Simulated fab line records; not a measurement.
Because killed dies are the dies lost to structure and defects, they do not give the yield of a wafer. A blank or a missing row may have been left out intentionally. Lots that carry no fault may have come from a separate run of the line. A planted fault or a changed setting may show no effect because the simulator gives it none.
fab line records	flow berkeley_cmos170	part 1 of 2: steps 1 to 25 of 34
[record] lots = 5	wafers = 15	last_day = 12
route steps=331 shown PVT@122 GATE@125 FIELD@126 PLDD@145
lots that met no fault: from a run of the same line without faults
start_h: hours from the record's opening day to when the first of the lot's shown wafers began	wait_h: hours elapsed since this lot's preceding step	" the same as in the row above	L1.1+2: several wafers, shown together as one row	- no value present, or no start provided	* or withheld: withheld	< > ~ a bound
route shown NAME@n: names a module that has steps shown in the file, with the first one's number in the route	usual: average and standard deviation across the fault-free wafers	same: alike in all rows	chamber/n: place in a boat	sites: readings site by site	_std_site: the standard deviation of these	_edge_site: inner sites' mean taken away from outer sites' mean	radius_mm: for every site, how far away it sits from the centre of the wafer	mask NAME#n: copy n	behind: the most recent tool/chamber to have shaped the wafer	hold: why the lot was held/for how many hours/how that ended	device: whichever transistor did not switch (one of n, p or np)	end of line: the tests these same wafers got at the end of their route	a step given without rows: its recipe and nothing more	killed: dies lost to structure and defects at the first sort, not the wafer's yield	map: per-die view of a wafer (x killed, . not killed, _ where there is no die)
set.NAME: the run value of the setting; set.NAME@STEP: its run value at that earlier step	model.NAME: the simulator's own value behind a step, which no gauge read
lots at some steps of the route; a table a step, a row a wafer
services: the hour from which a tool's chamber was out of use, counted from the record's first day as start_h (under 0 if before that day), plus the number of hours and why
[[steps]]
[step UCB170_PVT_IMPLANT_07]
[recipe] species = P	dose_cm2 = 2e+12	energy_kev = 30	tilt_deg = 7
[usual] beam_on_s = 10.00/0.21	tilt_deg = 7.000/0.019
lot.wafer	tool	chamber	start_h	wait_h	beam_on_s	tilt_deg
L074.1	implanter-04	0	142.24	0.0	10.01	7.008
L074.3	"	0	"	"	9.74	6.965
L074.4	"	0	"	"	9.97	6.996
L083.1	implanter-01	0	171.21	0.0	9.76	7.024
L083.2	"	0	"	"	10.15	6.993
L083.3	"	0	"	"	10.17	7.018
L089.2	implanter-04	0	209.98	0.0	10.14	6.998
L089.5	"	0	"	"	9.84	7.018
L089.6	"	0	"	"	10.17	6.978
L093.2	implanter-01	0	233.17	0.0	10.03	7.020
L093.3	"	0	"	"	9.95	6.984
L093.5	"	0	"	"	9.57	6.972
L096.1	implanter-02	0	241.78	0.0	9.98	6.986
L096.2	"	0	"	"	10.03	6.969
L096.3	"	0	"	"	10.17	6.983
[step UCB170_PVT_STRIP_08]
[recipe] chemistry = O2	power_w = 400	pressure_mtorr = 3500	platen_temp_c = withheld	o2_flow_sccm = 400	overash_fraction = 0.5
[usual] drypump_motor_current_A = 6.1/0.31	o2_flow_sccm = 400.2/1.2	oes_product_au = 0.735/0.0045	strip_time_to_endpoint_s = 21.63/0.063
lot.wafer	tool	chamber	start_h	wait_h	drypump_motor_current_A	o2_flow_sccm	oes_product_au	rf_hours_counter_h	strip_time_to_endpoint_s
L074.1	plasma_asher-01	1	142.39	0.1	6.1	399.3	0.740	40	21.67
L074.3	"	0	"	"	6.1	401.5	0.734	-	21.64
L074.4	"	1	"	"	6.1	398.9	0.729	-	21.58
L083.1	plasma_asher-01	1	171.36	0.1	6.1	401.0	0.739	43	21.68
L083.2	"	0	"	"	6.2	399.5	0.730	43	21.68
L083.3	"	1	"	"	6.1	399.5	0.736	-	21.67
L089.2	plasma_asher-01	1	210.10	0.1	6.1	399.1	0.732	48	21.56
L089.5	"	0	"	"	6.1	398.6	0.732	-	21.62
L089.6	"	1	"	"	6.1	400.7	0.737	-	21.59
L093.2	plasma_asher-04	1	233.29	0.1	6.1	400.0	0.741	16	21.76
L093.3	"	0	"	"	6.4	401.4	0.735	-	21.72
L093.5	"	1	"	"	6.1	399.0	0.728	-	21.69
L096.1	plasma_asher-01	0	241.93	0.1	6.2	400.2	0.734	54	21.73
L096.2	"	1	"	"	6.1	400.4	0.736	54	21.66
L096.3	"	1	"	"	6.1	399.3	0.737	-	21.64
[step UCB170_PVT_TW_MEAS_09]
[usual] PVT_TW = 508.8/2.1
lot.wafer	tool	chamber	start_h	wait_h	PVT_TW
L074.1	film_metro-01	-	142.49	0.1	508.4
L074.3	"	-	"	"	509.7
L074.4	"	-	"	"	507.1
L083.1	film_metro-02	-	171.46	0.1	511.9
L083.2	"	-	"	"	509.6
L083.3	"	-	"	"	506.6
L089.2	film_metro-02	-	210.21	0.1	504.7
L089.5	"	-	"	"	507.4
L089.6	"	-	"	"	506.5
L093.2	film_metro-01	-	233.40	0.1	508.7
L093.3	"	-	"	"	508.5
L093.5	"	-	"	"	509.2
L096.1	film_metro-02	-	242.03	0.1	504.8
L096.2	"	-	"	"	505.8
L096.3	"	-	"	"	504.6
[step UCB170_GATE_WET_ETCH_00]
[recipe] chemistry = dHF	dilution = 25:1	target = SiO2	temp_c = 25	time_s = 200
lot.wafer	tool	chamber	start_h	wait_h
L074.1+3+4	wet_bench-03	0	142.55	0.1
L083.1+2+3	wet_bench-03	3	171.52	0.1
L089.2+5+6	wet_bench-03	3	211.90	1.7
L093.2+3+5	wet_bench-03	1	233.45	0.0
L096.1+2+3	wet_bench-03	2	242.09	0.1
[step UCB170_FIELD_THK_MEAS_91]
[recipe] reads = SiO2_of_FIELD_OXIDATION_01
[usual] FIELD_OXIDE_LEFT_2_THK = 346/13
lot.wafer	tool	chamber	start_h	wait_h	FIELD_OXIDE_LEFT_2_THK[nm]
L074.1	film_metro-01	-	142.62	0.0	329
L074.3	"	-	"	"	332
L074.4	"	-	"	"	332
L083.1	film_metro-01	-	171.58	0.0	337
L083.2	"	-	"	"	347
L083.3	"	-	"	"	339
L089.2	film_metro-01	-	211.97	0.0	356
L089.5	"	-	"	"	369
L089.6	"	-	"	"	356
L093.2	film_metro-02	-	233.53	0.0	379
L093.3	"	-	"	"	379
L093.5	"	-	"	"	372
L096.1	film_metro-02	-	242.15	0.0	333
L096.2	"	-	"	"	333
L096.3	"	-	"	"	334
[step UCB170_GATE_OXIDATION_01]
[recipe] temp_c = 850	ambient = O2	target_thk_a = 66	ox_time_s = 1800
[usual] tube_center_temp_C = 849.99/0.08	zone_power_load_pct = 22.0/1.3
lot.wafer	tool	chamber	start_h	wait_h	tube_center_temp_C	zone_power_load_pct
L074.1	furnace-02	0	145.14	2.5	850.07	20.8
L074.3	"	0	"	"	849.99	21.0
L074.4	"	0	"	"	850.12	20.9
L083.1	furnace-04	0	174.69	3.1	850.02	23.4
L083.2	"	0	"	"	849.9	23.3
L083.3	"	0	"	"	850.02	23.6
L089.2	furnace-02	0	215.27	3.3	850.05	21.0
L089.5	"	0	"	"	849.96	21.2
L089.6	"	0	"	"	849.92	21.0
L093.2	furnace-02	0	239.95	6.4	849.98	20.9
L093.3	"	0	"	"	849.98	20.3
L093.5	"	0	"	"	850.01	21.0
L096.1	furnace-02	0	246.74	4.6	849.96	21.0
L096.2	"	0	"	"	850.03	20.7
L096.3	"	0	"	"	849.93	21.1
[step UCB170_GATE_THK_MEAS_02]
[recipe] reads = SiO2_of_GATE_OXIDATION_01
[usual] GATE_OXIDE_THK = 6.59/0.13
lot.wafer	tool	chamber	start_h	wait_h	GATE_OXIDE_THK[nm]
L074.1	film_metro-04	-	146.70	0.1	6.55
L074.3	"	-	"	"	6.53
L074.4	"	-	"	"	6.52
L083.1	film_metro-03	-	176.19	0.0	6.34
L083.2	"	-	"	"	6.37
L083.3	"	-	"	"	6.25
L089.2	film_metro-03	-	216.78	0.0	6.71
L089.5	"	-	"	"	6.77
L089.6	"	-	"	"	6.63
L093.2	film_metro-02	-	241.46	0.0	6.80
L093.3	"	-	"	"	6.63
L093.5	"	-	"	"	6.72
L096.1	film_metro-04	-	248.24	0.0	6.77
L096.2	"	-	"	"	6.69
L096.3	"	-	"	"	6.73
[step UCB170_GATE_ANNEAL_03]
[recipe] temp_c = 900	time_s = 1800	ambient = N2
[usual] tube_center_temp_C = 900/0.078	zone_power_load_pct = 25.7/1.3
lot.wafer	tool	chamber	start_h	wait_h	tube_center_temp_C	zone_power_load_pct
L074.1	furnace-02	0	150.14	3.4	899.87	23.5
L074.3	"	0	"	"	900.04	23.6
L074.4	"	0	"	"	899.97	23.1
L083.1	furnace-02	0	180.72	4.5	900.07	23.4
L083.2	"	0	"	"	899.93	23.6
L083.3	"	0	"	"	900.05	23.3
L089.2	furnace-04	0	220.41	3.6	899.98	26.2
L089.5	"	0	"	"	899.98	26.3
L089.6	"	0	"	"	899.97	26.3
L093.2	furnace-01	0	246.07	4.6	899.9	26.6
L093.3	"	0	"	"	899.95	27.2
L093.5	"	0	"	"	899.98	26.4
L096.1	furnace-01	0	254.25	6.0	900.02	26.6
L096.2	"	0	"	"	899.97	26.9
L096.3	"	0	"	"	900.1	26.6
[step UCB170_GATE_CVD_04]
[recipe] material = poly-Si	temp_c = 610	precursor = SiH4	time_s = 1440	pressure_mtorr = 375	target_thk_nm = 214	sih4_flow_sccm = 120
[usual] zone_power_load_pct = 11.9/1.9
lot.wafer	tool	chamber	start_h	wait_h	zone_power_load_pct
L074.1	lpcvd-01	0	151.64	0.0	10.6
L074.3	"	0	"	"	10.8
L074.4	"	0	"	"	10.8
L083.1	lpcvd-02	0	182.22	0.0	14.2
L083.2	"	0	"	"	14.1
L083.3	"	0	"	"	14.1
L089.2	lpcvd-02	0	221.91	0.0	14.2
L089.5	"	0	"	"	14.2
L089.6	"	0	"	"	14.0
L093.2	lpcvd-02	0	247.57	0.0	14.2
L093.3	"	0	"	"	14.3
L093.5	"	0	"	"	14.1
L096.1	lpcvd-01	1	255.75	0.0	12.5
L096.2	"	1	"	"	12.6
L096.3	"	1	"	"	12.6
[step UCB170_GATE_THK_MEAS_05]
[recipe] reads = poly-Si_of_GATE_CVD_04
[usual] GATE_POLY_THK = 214.8/2.1
lot.wafer	tool	chamber	start_h	wait_h	GATE_POLY_THK[nm]
L074.1	film_metro-03	-	153.04	0.0	212.4
L074.3	"	-	"	"	211.1
L074.4	"	-	"	"	213.6
L083.1	film_metro-03	-	183.63	0.0	210.9
L083.2	"	-	"	"	210.9
L083.3	"	-	"	"	212.5
L089.2	film_metro-02	-	223.32	0.0	214.7
L089.5	"	-	"	"	215.7
L089.6	"	-	"	"	214.3
L093.2	film_metro-03	-	248.98	0.0	216.9
L093.3	"	-	"	"	215.4
L093.5	"	-	"	"	217.9
L096.1	film_metro-03	-	257.15	0.0	215.3
L096.2	"	-	"	"	215.0
L096.3	"	-	"	"	213.6
[step UCB170_GATE_COAT_06]
[recipe] resist = BARC	temp_c = withheld	time_s = withheld	spin_rpm = 3000	resist_thk_nm = withheld
[usual] resist_line_temp_C = *
lot.wafer	tool	chamber	start_h	wait_h	resist_line_temp_C
L074.1	litho_track-03	0	153.69	0.6	*
L074.3	"	0	"	"	*
L074.4	"	0	"	"	*
L083.1	litho_track-02	0	184.40	0.8	*
L083.2	"	0	"	"	*
L083.3	"	0	"	"	*
L089.2	litho_track-01	0	223.39	0.1	*
L089.5	"	0	"	"	*
L089.6	"	0	"	"	*
L093.2	litho_track-02	0	249.17	0.2	*
L093.3	"	0	"	"	*
L093.5	"	0	"	"	*
L096.1	litho_track-02	0	257.65	0.5	*
L096.2	"	0	"	"	*
L096.3	"	0	"	"	*
[step UCB170_GATE_COAT_07]
[recipe] resist = KrF	spin_rpm = 1500	resist_thk_nm = 900
[usual] resist_line_temp_C = 22.97/0.096
lot.wafer	tool	chamber	start_h	wait_h	resist_line_temp_C
L074.1	litho_track-03	0	-	-	22.97
L074.3	"	0	"	"	22.95
L074.4	"	0	"	"	22.99
L083.1	litho_track-02	0	-	-	23.01
L083.2	"	0	"	"	22.90
L083.3	"	0	"	"	23.03
L089.2	litho_track-01	0	-	-	22.95
L089.5	"	0	"	"	22.85
L089.6	"	0	"	"	23.07
L093.2	litho_track-02	0	-	-	22.90
L093.3	"	0	"	"	23.04
L093.5	"	0	"	"	22.99
L096.1	litho_track-02	0	-	-	22.85
L096.2	"	0	"	"	22.82
L096.3	"	0	"	"	22.84
[step UCB170_GATE_SOFTBAKE_08]
[recipe] resist = KrF	temp_c = 130	time_s = 60
[usual] resist_line_temp_C = 22.99/0.1
lot.wafer	tool	chamber	start_h	wait_h	resist_line_temp_C
L074.1	litho_track-03	0	-	-	23.15
L074.3	"	0	"	"	22.92
L074.4	"	0	"	"	23.00
L083.1	litho_track-02	0	-	-	22.88
L083.2	"	0	"	"	23.07
L083.3	"	0	"	"	23.05
L089.2	litho_track-01	0	-	-	23.00
L089.5	"	0	"	"	22.94
L089.6	"	0	"	"	22.88
L093.2	litho_track-02	0	-	-	23.01
L093.3	"	0	"	"	22.91
L093.5	"	0	"	"	22.97
L096.1	litho_track-02	0	-	-	22.95
L096.2	"	0	"	"	22.90
L096.3	"	0	"	"	23.02
[step UCB170_GATE_EXPOSE_09]
[recipe] mask_id = POLY	target_cd_nm = 350	na = 0.5	sigma_outer = 0.6	source_shape = conventional	dose_mj = 21
lot.wafer	tool	chamber	start_h	wait_h	mask
L074.1+3+4	krf_scanner-01	0	154.27	-	POLY#0
L083.1+2+3	krf_scanner-02	0	185.04	-	POLY#0
L089.2+5+6	krf_scanner-01	0	223.96	-	POLY#0
L093.2+3+5	krf_scanner-02	0	249.76	-	POLY#0
L096.1+2+3	krf_scanner-02	0	258.10	-	POLY#0
[step UCB170_GATE_PEB_10]
[recipe] peb_temp_c = 130	peb_time_s = withheld	resist = KrF
[usual] resist_line_temp_C = 22.99/0.11
lot.wafer	tool	chamber	start_h	wait_h	resist_line_temp_C
L074.1	litho_track-01	0	154.85	0.6	22.97
L074.3	"	0	"	"	22.89
L074.4	"	0	"	"	23.06
L083.1	litho_track-03	0	185.94	0.9	22.88
L083.2	"	0	"	"	22.92
L083.3	"	0	"	"	23.01
L089.2	litho_track-01	0	224.29	0.3	22.76
L089.5	"	0	"	"	22.95
L089.6	"	0	"	"	22.85
L093.2	litho_track-01	0	249.89	0.1	23.04
L093.3	"	0	"	"	23.15
L093.5	"	0	"	"	22.99
L096.1	litho_track-03	0	258.47	0.4	22.73
L096.2	"	0	"	"	22.88
L096.3	"	0	"	"	22.98
[step UCB170_GATE_DEVELOP_11]
[recipe] developer = TMAH	develop_time_s = 45	resist = KrF	dev_temp_c = 21
[usual] developer_temp_C = 21.00/0.098	resist_line_temp_C = 23.01/0.11
lot.wafer	tool	chamber	start_h	wait_h	developer_temp_C	resist_line_temp_C
L074.1	litho_track-01	0	-	-	21.09	22.91
L074.3	"	0	"	"	21.04	22.99
L074.4	"	0	"	"	21.00	22.82
L083.1	litho_track-03	0	-	-	21.12	23.01
L083.2	"	0	"	"	20.91	22.85
L083.3	"	0	"	"	21.12	23.20
L089.2	litho_track-01	0	-	-	20.95	23.01
L089.5	"	0	"	"	21.03	23.05
L089.6	"	0	"	"	21.09	23.26
L093.2	litho_track-01	0	-	-	21.07	22.95
L093.3	"	0	"	"	21.00	22.87
L093.5	"	0	"	"	21.13	23.05
L096.1	litho_track-03	0	-	-	20.89	23.02
L096.2	"	0	"	"	20.80	23.05
L096.3	"	0	"	"	20.96	23.05
[step UCB170_GATE_CD_MEAS_12]
[recipe] target_cd_nm = 350
[usual] cd_nm = 350.3/1.6
lot.wafer	tool	chamber	start_h	wait_h	cd_nm
L074.1	cd_sem-02	-	155.12	-	352.1
L074.3	"	-	"	"	351.1
L074.4	"	-	"	"	351.5
L083.1	cd_sem-02	-	186.57	-	350.0
L083.2	"	-	"	"	350.4
L083.3	"	-	"	"	350.3
L089.2	cd_sem-01	-	224.56	-	349.9
L089.5	"	-	"	"	350.6
L089.6	"	-	"	"	349.1
L093.2	cd_sem-02	-	250.16	-	349.6
L093.3	"	-	"	"	351.6
L093.5	"	-	"	"	350.5
L096.1	cd_sem-01	-	258.74	-	353.9
L096.2	"	-	"	"	353.4
L096.3	"	-	"	"	352.8
[step UCB170_GATE_OVL_MEAS_13]
[usual] GATE_OVL = 1/5.4
lot.wafer	tool	chamber	start_h	wait_h	GATE_OVL[nm]
L074.1	overlay-02	-	155.24	0.1	1
L074.3	"	-	"	"	1
L074.4	"	-	"	"	2
L083.1	overlay-01	-	186.69	0.1	-1
L083.2	"	-	"	"	1
L083.3	"	-	"	"	9
L089.2	overlay-02	-	224.67	0.1	11
L089.5	"	-	"	"	12
L089.6	"	-	"	"	0
L093.2	overlay-02	-	250.26	0.1	10
L093.3	"	-	"	"	7
L093.5	"	-	"	"	6
L096.1	overlay-02	-	258.86	0.1	7
L096.2	"	-	"	"	9
L096.3	"	-	"	"	0
[step UCB170_GATE_ETCH_14]
[recipe] chemistry = N2/H2	target_depth_a = withheld	overetch_a = withheld	target = BARC	time_s = withheld	source_w = 500	bias_w = 100	pressure_mtorr = 30	n2_flow_sccm = 100	h2_flow_sccm = 200
[usual] drypump_motor_current_A = 5.7/0.43	oes_product_au = 0.996/0.023	throttle_valve_pct = 13.30/0.18
lot.wafer	tool	chamber	start_h	wait_h	drypump_motor_current_A	oes_product_au	throttle_valve_pct
L074.1	rie_diel-01	3	155.28	0.0	5.7	0.982	13.21
L074.3	"	2	"	"	6.0	0.953	13.16
L074.4	"	0	"	"	5.3	1.002	13.21
L083.1	rie_diel-03	2	186.72	0.0	5.6	0.995	13.26
L083.2	"	1	"	"	5.5	0.996	13.07
L083.3	"	3	"	"	6.5	1.031	13.55
L089.2	rie_diel-01	1	224.70	0.0	6.1	1.017	12.99
L089.5	"	0	"	"	5.3	1.002	13.21
L089.6	"	3	"	"	5.8	0.976	13.22
L093.2	rie_diel-01	1	250.29	0.0	6.0	1.018	13.00
L093.3	"	2	"	"	6.0	0.943	13.17
L093.5	"	3	"	"	5.8	0.978	13.22
L096.1	rie_diel-01	3	258.90	0.0	5.8	0.966	13.21
L096.2	"	0	"	"	5.3	0.988	13.20
L096.3	"	1	"	"	6.1	0.996	13.01
[step UCB170_GATE_ETCH_15]
[recipe] chemistry = HBr/Cl2	target = poly-Si	stop_on = SiO2	over_etch_frac = 0.3	icp_w = 300	bias_w = 150	time_s = 56.3	pressure_mtorr = 15	HBr_flow_sccm = 150	Cl2_flow_sccm = 50	target_depth_a = 2782
[usual] drypump_motor_current_A = 6.0/0.33	oes_product_au = 0.831/0.017	throttle_valve_pct = 26.52/0.27
lot.wafer	tool	chamber	start_h	wait_h	drypump_motor_current_A	oes_product_au	rf_hours_counter_h	throttle_valve_pct
L074.1	rie_si-02	3	155.32	-	5.8	0.831	1	26.70
L074.3	"	1	"	"	5.9	0.837	22	26.53
L074.4	"	3	"	"	5.7	0.830	-	26.71
L083.1	rie_si-02	3	186.77	-	5.8	0.829	2	26.72
L083.2	"	0	"	"	6.1	0.802	57	26.50
L083.3	"	1	"	"	5.9	0.839	22	26.55
L089.2	rie_si-02	3	224.74	-	5.8	0.835	2	26.70
L089.5	"	0	"	"	6.1	0.818	-	26.48
L089.6	"	1	"	"	5.9	0.851	-	26.55
L093.2	rie_si-01	0	250.33	-	6.2	0.830	67	26.79
L093.3	"	1	"	"	5.9	0.862	0	26.22
L093.5	"	0	"	"	6.2	0.837	-	26.79
L096.1	rie_si-02	3	258.94	-	5.8	0.832	2	26.71
L096.2	"	2	"	"	5.2	0.832	2	26.86
L096.3	"	0	"	"	6.1	0.811	57	26.50
[step UCB170_GATE_STRIP_16]
[recipe] chemistry = O2	power_w = 400	pressure_mtorr = 3500	platen_temp_c = withheld	o2_flow_sccm = 400	overash_fraction = 0.5
[usual] drypump_motor_current_A = 5.99/0.25	o2_flow_sccm = 400.2/1.2	oes_product_au = 0.724/0.0041
lot.wafer	tool	chamber	start_h	wait_h	drypump_motor_current_A	o2_flow_sccm	oes_product_au	rf_hours_counter_h
L074.1	plasma_asher-02	1	155.37	0.0	6.17	401.0	0.727	41
L074.3	"	0	"	"	5.63	401.0	0.719	-
L074.4	"	1	"	"	6.19	398.7	0.725	-
L083.1	plasma_asher-03	1	186.82	0.0	5.44	398.9	0.721	38
L083.2	"	0	"	"	6.16	399.8	0.723	38
L083.3	"	0	"	"	6.14	400.9	0.730	-
L089.2	plasma_asher-01	0	224.79	0.0	6.12	400.0	0.729	51
L089.5	"	1	"	"	6.10	401.3	0.726	-
L089.6	"	0	"	"	6.16	400.2	0.718	-
L093.2	plasma_asher-03	1	250.38	0.0	5.46	400.6	0.725	44
L093.3	"	1	"	"	5.45	402.8	0.717	-
L093.5	"	1	"	"	5.43	402.3	0.716	-
L096.1	plasma_asher-03	0	258.99	0.0	6.20	399.9	0.722	45
L096.2	"	1	"	"	5.43	399.5	0.727	45
L096.3	"	1	"	"	5.44	400.4	0.725	-
[step UCB170_GATE_CD_MEAS_90]
[recipe] target_cd_nm = 350
[usual] cd_nm = 350.3/1.7
lot.wafer	tool	chamber	start_h	wait_h	cd_nm
L074.1	cd_sem-02	-	155.52	0.1	351.7
L074.3	"	-	"	"	352.0
L074.4	"	-	"	"	352.8
L083.1	cd_sem-02	-	187.05	0.2	350.7
L083.2	"	-	"	"	350.3
L083.3	"	-	"	"	350.5
L089.2	cd_sem-02	-	224.91	0.1	350.4
L089.5	"	-	"	"	350.7
L089.6	"	-	"	"	348.9
L093.2	cd_sem-02	-	250.50	0.1	349.5
L093.3	"	-	"	"	350.4
L093.5	"	-	"	"	350.8
L096.1	cd_sem-01	-	259.14	0.1	354.2
L096.2	"	-	"	"	354.1
L096.3	"	-	"	"	353.4
[step UCB170_GATE_CLEAN_17]
[recipe] chemistry = SPM	temp_c = 120	time_s = 600
lot.wafer	tool	chamber	start_h	wait_h
L074.1+3+4	wet_bench-02	3	155.64	0.1
L083.1+2+3	wet_bench-02	1	187.49	0.4
L089.2+5+6	wet_bench-03	0	225.01	0.1
L093.2+3+5	wet_bench-03	3	250.60	0.1
L096.1+2+3	wet_bench-03	3	259.26	0.1
[step UCB170_PLDD_HMDS_00]
[recipe] prime_time_s = 60	prime_temp_c = 100
[usual] resist_line_temp_C = 23.02/0.11
lot.wafer	tool	chamber	start_h	wait_h	resist_line_temp_C
L074.1	litho_track-01	0	155.95	0.1	22.97
L074.3	"	0	"	"	22.86
L074.4	"	0	"	"	22.86
L083.1	litho_track-02	0	188.34	0.7	23.04
L083.2	"	0	"	"	22.80
L083.3	"	0	"	"	22.87
L089.2	litho_track-04	0	225.38	0.2	23.02
L089.5	"	0	"	"	23.09
L089.6	"	0	"	"	23.06
L093.2	litho_track-04	0	250.84	0.1	23.05
L093.3	"	0	"	"	23.06
L093.5	"	0	"	"	22.99
L096.1	litho_track-04	0	259.43	0.0	23.16
L096.2	"	0	"	"	22.99
L096.3	"	0	"	"	23.07
[step UCB170_PLDD_COAT_01]
[recipe] resist = KrF	spin_rpm = 1500	resist_thk_nm = 900
[usual] resist_line_temp_C = 23.02/0.11
lot.wafer	tool	chamber	start_h	wait_h	resist_line_temp_C
L074.1	litho_track-01	0	156.10	0.1	23.14
L074.3	"	0	"	"	23.06
L074.4	"	0	"	"	23.14
L083.1	litho_track-02	0	188.49	0.1	22.94
L083.2	"	0	"	"	22.93
L083.3	"	0	"	"	23.04
L089.2	litho_track-04	0	225.53	0.1	22.90
L089.5	"	0	"	"	22.96
L089.6	"	0	"	"	22.98
L093.2	litho_track-04	0	250.99	0.1	22.94
L093.3	"	0	"	"	23.01
L093.5	"	0	"	"	23.06
L096.1	litho_track-04	0	259.58	0.1	23.08
L096.2	"	0	"	"	22.93
L096.3	"	0	"	"	22.97
